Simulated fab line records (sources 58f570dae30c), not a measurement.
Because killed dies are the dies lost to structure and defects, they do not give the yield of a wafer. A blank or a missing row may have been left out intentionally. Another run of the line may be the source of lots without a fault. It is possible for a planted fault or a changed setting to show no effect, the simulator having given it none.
Chamber matching / flow berkeley_cmos170 / UCB170_BACKSIDE_CLEAN_04 on wet_bench-01 has 3 sister chambers
The step cleans in SPM, time 600 s. 6 wafers are shown with their chamber, then 4 later ones without.

== WAFERS PAIRED WITH THEIR CHAMBERS ==
wafer=L783.5; chamber=2; bath_heat_duty_pct (%)=13.4; bath_guard_temp_C (C)=120.8
wafer=L783.6; chamber=2; bath_heat_duty_pct (%)=13.5; bath_guard_temp_C (C)=120.5
wafer=L789.4; chamber=3; bath_heat_duty_pct (%)=14.0; bath_guard_temp_C (C)=120.8
wafer=L789.6; chamber=3; bath_heat_duty_pct (%)=13.6; bath_guard_temp_C (C)=120.5
wafer=L798.1; chamber=1; bath_heat_duty_pct (%)=11.8; bath_guard_temp_C (C)=120.3
wafer=L798.5; chamber=1; bath_heat_duty_pct (%)=13.7; bath_guard_temp_C (C)=120.4

== WAFERS WHOSE CHAMBER IS MISSING ==
wafer=L798.6; bath_heat_duty_pct (%)=12.6; bath_guard_temp_C (C)=120.4
wafer=L802.2; bath_heat_duty_pct (%)=14.5; bath_guard_temp_C (C)=120.9
wafer=L802.3; bath_heat_duty_pct (%)=13.6; bath_guard_temp_C (C)=120.8
wafer=L802.5; bath_heat_duty_pct (%)=13.3; bath_guard_temp_C (C)=121.0

== WHICH CHAMBER EACH WENT THROUGH ==
wafer=L798.6; from the rows above=can't be placed: 1 or 2 or 3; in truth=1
wafer=L802.2; from the rows above=can't be placed: 3 or 2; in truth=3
wafer=L802.3; from the rows above=can't be placed: 2 or 3 or 1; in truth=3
wafer=L802.5; from the rows above=can't be placed: 2 or 3 or 1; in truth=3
Correctly placed: 0 of 4. From these rows, 4 cannot be placed; in 4 the true chamber is one of the candidates. Placed wrongly: 0.
How it was worked out, from the rows above alone: a wafer's distance from a chamber is the root of the sum, over the readings, of the square of ((its reading less the chamber's mean) divided by the reading's scatter). The wafer belongs to the nearest chamber; if the next one is less than 2 further off, it can't be placed. For every chamber, the mean is computed from those of its wafers that are shown. The scatter: take each reading less its chamber's mean, square it, sum over the shown wafers, divide by the number of wafers less the number of chambers, and take the root.
